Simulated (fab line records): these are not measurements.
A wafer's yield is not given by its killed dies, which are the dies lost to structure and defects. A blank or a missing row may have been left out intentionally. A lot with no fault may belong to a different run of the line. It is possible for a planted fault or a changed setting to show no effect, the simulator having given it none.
fab line records -- flow ritCmos
record lots=6, wafers=18, lastDay=6
route steps=202 shown NWELL@28 PWELL@39 M1@202
lots untouched by any fault: they come from a run of this same line in which no faults occurred
startH: hours from the record's opening day to when the first of the lot's shown wafers began -- waitH: hours since the lot's step before -- " repeats the value in the row above -- L1.1+2: a row that stands for several wafers -- - no value present, or no start provided -- * or withheld: withheld -- < > ~ a bound
route shown NAME@n: NAME is a module with steps in the file, n the number in the route of the first one -- usual: average and standard deviation across the fault-free wafers -- same: alike in all rows -- chamber/n: place in a boat -- sites: each site's reading -- _std_site: the standard deviation of these -- _edge_site: mean of outer sites minus mean of inner sites -- radiusMm: how far each site lies from the wafer's centre -- mask NAME#n: copy n -- behind: tool/chamber where the wafer was last shaped -- hold: cause of the lot's hold/its duration in hours/its outcome -- device: which transistor (n, p or np) failed to switch -- end of line: at the end of the route, the tests of the same wafers -- a step with no rows: only its recipe -- killed: at the first sort, the dies lost to defects and structure; wafer yield is something else -- map: a wafer's dies, x killed, . not, _ none there
set.NAME: the setting as run; set.NAME@STEP: as run at that earlier step -- model.NAME: the simulator's own value behind a step, which no gauge read
lots seen at some steps along the route; tables by step, rows by wafer
## steps
# step RIT_NWELL_HMDS_00
# recipe primeTimeS=60, primeTempC=140
# step RIT_NWELL_COAT_01
# recipe resist=NOVOLAK, spinRpm=2000, resistThkNm=1300
# step RIT_NWELL_SOFTBAKE_02
# recipe resist=NOVOLAK, tempC=90, timeS=60
# step RIT_NWELL_EXPOSE_03
# recipe maskId=M2, na=0.57, targetCdNm=43900, doseMj=250
# step RIT_NWELL_PEB_04
# recipe resist=NOVOLAK, tempC=withheld, timeS=withheld
# step RIT_NWELL_DEVELOP_05
# recipe resist=NOVOLAK, developTimeS=68, devTempC=23
# step RIT_NWELL_OVL_MEAS_06
# usual NWELL_OVL=-0.5/1.3
lot.wafer,tool,chamber,startH,waitH,NWELL_OVL[nm]
L860.2,overlay-01,-,27.12,-,-1.4
L860.4,overlay-01,-,27.12,-,-1.7
L860.5,overlay-01,-,27.12,-,0.6
L863.1,overlay-01,-,38.29,-,-4.1
L863.2,overlay-01,-,38.29,-,-1.1
L863.3,overlay-01,-,38.29,-,-3.0
L865.2,overlay-01,-,47.16,-,0.3
L865.4,overlay-01,-,47.16,-,0.5
L865.5,overlay-01,-,47.16,-,-0.1
L872.3,overlay-02,-,85.88,-,-1.1
L872.4,overlay-02,-,85.88,-,-2.8
L872.6,overlay-02,-,85.88,-,-2.8
L876.1,overlay-02,-,104.25,-,1.5
L876.3,overlay-02,-,104.25,-,-1.6
L876.4,overlay-02,-,104.25,-,-1.3
L877.1,overlay-02,-,107.39,-,0.4
L877.3,overlay-02,-,107.39,-,1.5
L877.5,overlay-02,-,107.39,-,-0.9
# step RIT_NWELL_HARDBAKE_07
# recipe resist=NOVOLAK, tempC=139.2, timeS=120
# step RIT_NWELL_IMPLANT_08
# recipe species=P, energyKev=170, doseCm2=5e+13, tiltDeg=7
# step RIT_NWELL_STRIP_09
# recipe chemistry=O2, timeS=180, resist=NOVOLAK, platenTempC=withheld, powerW=500, pressureMtorr=4000, o2FlowSccm=4000
# usual chamberPressureMTorr=4001/3.5, drypumpMotorCurrentA=5.5/0.41, rfReflPowerW=6.8/0.65
lot.wafer,tool,chamber,startH,waitH,chamberPressureMTorr,drypumpMotorCurrentA,rfHoursCounterH,rfReflPowerW
L860.2,plasmaAsher-02,1,27.55,0.1,4001,6.2,36,7.2
L860.4,plasmaAsher-02,0,27.55,0.1,4006,5.3,-,6.9
L860.5,plasmaAsher-02,0,27.55,0.1,4002,5.3,-,7.0
L863.1,plasmaAsher-04,1,38.76,0.1,4003,5.2,25,5.8
L863.2,plasmaAsher-04,0,38.76,0.1,3999,5.8,25,8.0
L863.3,plasmaAsher-04,0,38.76,0.1,3998,5.8,-,7.6
L865.2,plasmaAsher-04,0,47.59,0.1,3999,5.8,27,7.8
L865.4,plasmaAsher-04,0,47.59,0.1,4001,5.8,-,7.4
L865.5,plasmaAsher-04,0,47.59,0.1,3999,5.7,-,7.7
L872.3,plasmaAsher-02,1,86.37,0.1,4000,6.1,-,7.3
L872.4,plasmaAsher-02,0,86.37,0.1,4000,5.3,-,6.8
L872.6,plasmaAsher-02,0,86.37,0.1,3997,5.3,-,7.2
L876.1,plasmaAsher-02,1,104.69,0.1,4000,6.2,45,7.3
L876.3,plasmaAsher-02,0,104.69,0.1,3994,5.3,-,7.0
L876.4,plasmaAsher-02,1,104.69,0.1,4005,6.1,-,7.1
L877.1,plasmaAsher-01,1,107.82,0.1,3998,5.4,46,6.6
L877.3,plasmaAsher-01,1,107.82,0.1,3995,5.4,-,6.2
L877.5,plasmaAsher-01,0,107.82,0.1,3997,4.9,-,5.8
# step RIT_NWELL_TW_MEAS_10
# usual NWELL_TW=2150/25
lot.wafer,tool,chamber,startH,waitH,NWELL_TW
L860.2,filmMetro-02,-,27.73,0.1,2109
L860.4,filmMetro-02,-,27.73,0.1,2113
L860.5,filmMetro-02,-,27.73,0.1,2111
L863.1,filmMetro-02,-,38.93,0.1,2110
L863.2,filmMetro-02,-,38.93,0.1,2111
L863.3,filmMetro-02,-,38.93,0.1,2131
L865.2,filmMetro-01,-,47.78,0.1,2164
L865.4,filmMetro-01,-,47.78,0.1,2158
L865.5,filmMetro-01,-,47.78,0.1,2163
L872.3,filmMetro-02,-,86.50,0.1,2115
L872.4,filmMetro-02,-,86.50,0.1,2111
L872.6,filmMetro-02,-,86.50,0.1,2110
L876.1,filmMetro-01,-,104.86,0.1,2166
L876.3,filmMetro-01,-,104.86,0.1,2177
L876.4,filmMetro-01,-,104.86,0.1,2172
L877.1,filmMetro-01,-,108.00,0.1,2168
L877.3,filmMetro-01,-,108.00,0.1,2176
L877.5,filmMetro-01,-,108.00,0.1,2189
# step RIT_PWELL_HMDS_00
# recipe primeTimeS=60, primeTempC=140
# step RIT_PWELL_COAT_01
# recipe resist=NOVOLAK, spinRpm=2000, resistThkNm=1300
# usual chillPlateTempC=23.00/0.11, dispensePressureKPa=51.7/2.4, resistLineTempC=22.97/0.093
lot.wafer,tool,chamber,startH,waitH,chillPlateTempC,dispensePressureKPa,resistLineTempC
L860.2,lithoTrack-02,0,27.96,0.1,23.26,51.6,23.00
L860.4,lithoTrack-02,0,27.96,0.1,23.16,51.6,22.92
L860.5,lithoTrack-02,0,27.96,0.1,23.20,51.6,22.95
L863.1,lithoTrack-03,0,39.14,0.1,22.92,49.1,23.10
L863.2,lithoTrack-03,0,39.14,0.1,23.12,49.2,22.89
L863.3,lithoTrack-03,0,39.14,0.1,23.14,49.1,23.05
L865.2,lithoTrack-01,0,48.00,0.1,23.22,55.7,22.98
L865.4,lithoTrack-01,0,48.00,0.1,23.23,55.7,22.97
L865.5,lithoTrack-01,0,48.00,0.1,23.26,55.7,23.08
L872.3,lithoTrack-02,0,86.74,0.1,23.04,51.6,22.93
L872.4,lithoTrack-02,0,86.74,0.1,22.91,51.6,22.86
L872.6,lithoTrack-02,0,86.74,0.1,22.87,51.7,22.91
L876.1,lithoTrack-03,-,105.07,0.1,-,-,-
L876.3,lithoTrack-03,-,105.07,0.1,-,-,-
L876.4,lithoTrack-03,-,105.07,0.1,-,-,-
L877.1,lithoTrack-03,-,108.21,0.1,-,-,-
L877.3,lithoTrack-03,-,108.21,0.1,-,-,-
L877.5,lithoTrack-03,-,108.21,0.1,-,-,-
# step RIT_PWELL_SOFTBAKE_02
# recipe resist=NOVOLAK, tempC=90, timeS=60
# step RIT_PWELL_EXPOSE_03
# recipe maskId=M3, na=0.57, targetCdNm=43700, doseMj=250
# step RIT_PWELL_PEB_04
# recipe resist=NOVOLAK, tempC=withheld, timeS=withheld
# step RIT_PWELL_DEVELOP_05
# recipe resist=NOVOLAK, developTimeS=68, devTempC=23
# step RIT_PWELL_OVL_MEAS_06
# usual PWELL_OVL=-0.1/1.3
lot.wafer,tool,chamber,startH,waitH,PWELL_OVL[nm]
L860.2,overlay-01,-,28.79,-,-0.3
L860.4,overlay-01,-,28.79,-,1.5
L860.5,overlay-01,-,28.79,-,-0.1
L863.1,overlay-01,-,40.00,-,2.6
L863.2,overlay-01,-,40.00,-,2.3
L863.3,overlay-01,-,40.00,-,0.8
L865.2,overlay-01,-,48.84,-,2.9
L865.4,overlay-01,-,48.84,-,-0.7
L865.5,overlay-01,-,48.84,-,0.9
L872.3,overlay-02,-,87.56,-,0.9
L872.4,overlay-02,-,87.56,-,3.0
L872.6,overlay-02,-,87.56,-,1.1
L876.1,overlay-02,-,105.80,-,-
L876.3,overlay-02,-,105.80,-,-
L876.4,overlay-02,-,105.80,-,-
L877.1,overlay-01,-,109.06,-,-
L877.3,overlay-01,-,109.06,-,-
L877.5,overlay-01,-,109.06,-,-
# step RIT_PWELL_HARDBAKE_07
# recipe resist=NOVOLAK, tempC=140, timeS=120
# step RIT_M1_PROBE_99
# usual killedAtContacts=0.1/0.27, killedAtFrontEnd=7/3.3, killedDies=7/3.3, killedOnRim=2.0/1.5, killedOpen=3.5/2, killedShort=3.8/2.2
# same grossDies=264, killed_at_M0_to_M3=0, killed_at_M4_up=0, killedAtBackSide=0, killedAtOther=0
lot.wafer,tool,chamber,startH,waitH,killedAtContacts,killedAtFrontEnd,killedDies,killedOnRim,killedOpen,killedShort
L860.2,prober-01,-,67.94,0.1,0,0,0,0,0,0
L860.4,prober-01,-,68.04,0.2,0,4,4,2,2,2
L860.5,prober-01,-,68.09,0.2,0,4,4,0,4,0
L863.1,prober-01,-,79.45,0.1,0,5,5,4,2,3
L863.2,prober-01,-,79.50,0.1,0,9,9,1,2,7
L863.3,prober-01,-,79.55,0.2,0,7,7,1,3,4
L865.2,prober-01,-,83.56,0.1,0,6,6,2,4,2
L865.4,prober-01,-,83.66,0.2,0,6,6,2,3,3
L865.5,prober-01,-,83.71,0.2,0,8,8,4,2,6
L872.3,prober-02,-,125.67,0.2,1,1,2,1,1,1
L872.4,prober-02,-,125.72,0.2,0,8,8,2,4,4
L872.6,prober-02,-,125.82,0.2,0,6,6,1,1,5
L876.1,prober-02,-,143.54,0.1,0,264,264,70,3,4
L876.3,prober-02,-,143.64,0.2,0,264,264,70,3,10
L876.4,prober-02,-,143.69,0.2,0,264,264,70,2,5
L877.1,prober-01,-,145.04,0.1,0,264,264,70,5,8
L877.3,prober-01,-,145.14,0.2,0,264,264,70,4,2
L877.5,prober-01,-,145.24,0.2,0,264,264,70,1,0
# killed by level:class
L860.4 FOX2:geometricParticle:open=1 GATE:geometricParticle:short=1 SPACER:geometricParticle:short=1 SPACER:geometricParticle:open=1
L860.5 ACTIVE:geometricParticle:open=1 GATE:geometricParticle:open=1 SPACER:geometricParticle:open=1 SILICIDE:geometricParticle:open=1
L863.1 FOX1:geometricParticle:open=2 FOX1:geometricParticle:short=1 REOX:geometricParticle:short=1 SILICIDE:geometricParticle:short=1
L863.2 FOX2:geometricParticle:short=2 REOX:geometricParticle:short=2 SILICIDE:geometricParticle:short=2 GATE:geometricParticle:open=1 GATE:geometricParticle:short=1 REOX:geometricParticle:open=1
L863.3 SPACER:geometricParticle:open=2 FOX2:geometricParticle:open=1 GATE:geometricParticle:short=1 REOX:geometricParticle:short=1 SPACER:geometricParticle:short=1 SILICIDE:geometricParticle:short=1
L865.2 REOX:geometricParticle:open=2 FOX2:geometricParticle:short=1 GATE:geometricParticle:open=1 SPACER:geometricParticle:short=1 SILICIDE:geometricParticle:open=1
L865.4 SPACER:geometricParticle:open=2 FOX2:geometricParticle:short=1 GATE:geometricParticle:short=1 REOX:geometricParticle:open=1 SPACER:geometricParticle:short=1
L865.5 SILICIDE:geometricParticle:short=4 GATE:geometricParticle:short=1 REOX:geometricParticle:open=1 SPACER:geometricParticle:short=1 SILICIDE:geometricParticle:open=1
L872.3 GATE:geometricParticle:short=1 CONTACT:geometricParticle:open=1
L872.4 GATE:geometricParticle:open=2 FOX1:geometricParticle:open=1 GATE:geometricParticle:short=1 REOX:geometricParticle:open=1 REOX:geometricParticle:short=1 SPACER:geometricParticle:short=1 SILICIDE:geometricParticle:short=1
L872.6 FOX1:geometricParticle:short=2 GATE:geometricParticle:open=1 GATE:geometricParticle:short=1 SPACER:geometricParticle:short=1 SILICIDE:geometricParticle:short=1
L876.1 PWELL:areaExpose=257 GATE:geometricParticle:short=3 FOX1:geometricParticle:open=1 FOX2:geometricParticle:open=1 SPACER:geometricParticle:short=1 SPACER:geometricParticle:open=1
L876.3 PWELL:areaExpose=251 GATE:geometricParticle:short=4 SILICIDE:geometricParticle:short=2 FOX1:geometricParticle:short=1 FOX2:geometricParticle:open=1 FOX2:geometricParticle:short=1 REOX:geometricParticle:short=1 REOX:geometricParticle:open=1
L876.4 PWELL:areaExpose=257 GATE:geometricParticle:short=4 GATE:geometricParticle:open=2 REOX:geometricParticle:short=1
L877.1 PWELL:areaExpose=251 FOX1:geometricParticle:open=3 FOX1:geometricParticle:short=3 GATE:geometricParticle:short=2 SILICIDE:geometricParticle:short=2 FOX2:geometricParticle:open=1 REOX:geometricParticle:short=1 SPACER:geometricParticle:open=1
L877.3 PWELL:areaExpose=258 FOX1:geometricParticle:open=3 FOX1:geometricParticle:short=1 SPACER:geometricParticle:open=1 SILICIDE:geometricParticle:short=1
L877.5 PWELL:areaExpose=263 FOX1:geometricParticle:open=1
# map L876.1 (x killed, . not)
________xxxxxxx_______
_____xxxxxxxxxxxxx____
____xxxxxxxxxxxxxxx___
___xxxxxxxxxxxxxxxxx__
__xxxxxxxxxxxxxxxxxxx_
__xxxxxxxxxxxxxxxxxxx_
_xxxxxxxxxxxxxxxxxxxxx
_xxxxxxxxxxxxxxxxxxxxx
_xxxxxxxxxxxxxxxxxxxxx
_xxxxxxxxxxxxxxxxxxxxx
__xxxxxxxxxxxxxxxxxxx_
__xxxxxxxxxxxxxxxxxxx_
___xxxxxxxxxxxxxxxxx__
____xxxxxxxxxxxxxxx___
_____xxxxxxxxxxxxx____
________xxxxxxx_______
# map L877.1 (x killed, . not)
________xxxxxxx_______
_____xxxxxxxxxxxxx____
____xxxxxxxxxxxxxxx___
___xxxxxxxxxxxxxxxxx__
__xxxxxxxxxxxxxxxxxxx_
__xxxxxxxxxxxxxxxxxxx_
_xxxxxxxxxxxxxxxxxxxxx
_xxxxxxxxxxxxxxxxxxxxx
_xxxxxxxxxxxxxxxxxxxxx
_xxxxxxxxxxxxxxxxxxxxx
__xxxxxxxxxxxxxxxxxxx_
__xxxxxxxxxxxxxxxxxxx_
___xxxxxxxxxxxxxxxxx__
____xxxxxxxxxxxxxxx___
_____xxxxxxxxxxxxx____
________xxxxxxx_______
## key
firstSign step=RIT_PWELL_COAT_01, reading=toolRecord, direction=missing
effect step=RIT_PWELL_OVL_MEAS_06, reading=PWELL_OVL, direction=missing
effect step=RIT_M1_PROBE_99, reading=killedAtFrontEnd, direction=up, sigmas=77, usual=7, struck=264
moreKillsBornAt RIT_PWELL_EXPOSE_03@ilineStepper-01=772, RIT_PWELL_EXPOSE_03@ilineStepper-02=765
metAt RIT_PWELL_COAT_01
struckWafers L876.1,L876.3,L876.4,L877.1,L877.3,L877.5
testerLeftOut L876,L877
onsetBetween 39.14 105.07
fault kind=skippedStepWhole, tool=lithoTrack-03, chamber=-, onsetH=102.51, steps=RIT_PWELL_COAT_01, scope=struckLotsOnly
# testerLeftOut: of these lots the tester's yield and bins aren't shown, on N5 and GAA mostly nor the transistor test; their killed dies are dies lost to structure and defects alone, not to doping, threshold or leakage, so they don't give the yield
